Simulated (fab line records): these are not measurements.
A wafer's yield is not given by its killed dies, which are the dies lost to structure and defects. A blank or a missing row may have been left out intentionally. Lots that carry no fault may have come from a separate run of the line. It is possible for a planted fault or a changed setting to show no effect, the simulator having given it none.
Chamber matching -- flow berkeley_cmos170 -- UCB170_V1_CMP_02 on cmp-01: 4 sister chambers
The step polishes SiO2. 4 wafers are shown with their chamber, then 8 later ones without.

## EACH WAFER AND ITS CHAMBER
wafer,chamber,motor_current_A (A)
L563.1,3,15.6
L564.2,1,16.8
L567.6,0,15.1
L569.2,2,14.3

## WAFERS MISSING THEIR CHAMBER
wafer,motor_current_A (A)
L569.4,15.2
L569.5,15.6
L570.1,16.3
L570.4,14.1
L570.5,15.1
L583.2,15.7
L583.4,14.7
L583.6,16.4

## CHAMBER TAKEN BY EACH
wafer,from the rows above,in truth
L569.4,can't be placed: 0 or 3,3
L569.5,can't be placed: 3 or 0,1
L570.1,can't be placed: 1 or 3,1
L570.4,2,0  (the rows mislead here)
L570.5,can't be placed: 0 or 3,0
L583.2,can't be placed: 3 or 0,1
L583.4,can't be placed: 2 or 0 or 3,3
L583.6,can't be placed: 1 or 3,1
Correctly placed: 0 of 8. Not placeable from these rows: 7 (in 5, the candidates include the true chamber). 1 placed wrongly.
How it was worked out, from the rows above alone: a wafer's distance from a chamber is the root of the sum, over the readings, of the square of ((its reading less the chamber's mean) divided by the reading's scatter). The wafer belongs to the nearest chamber; if the next one is less than 2 further off, it can't be placed. For every chamber, the mean is computed from those of its wafers that are shown. The scatter: root of mean squared gap, hidden wafer to nearest shown wafer, with one shown wafer a chamber.
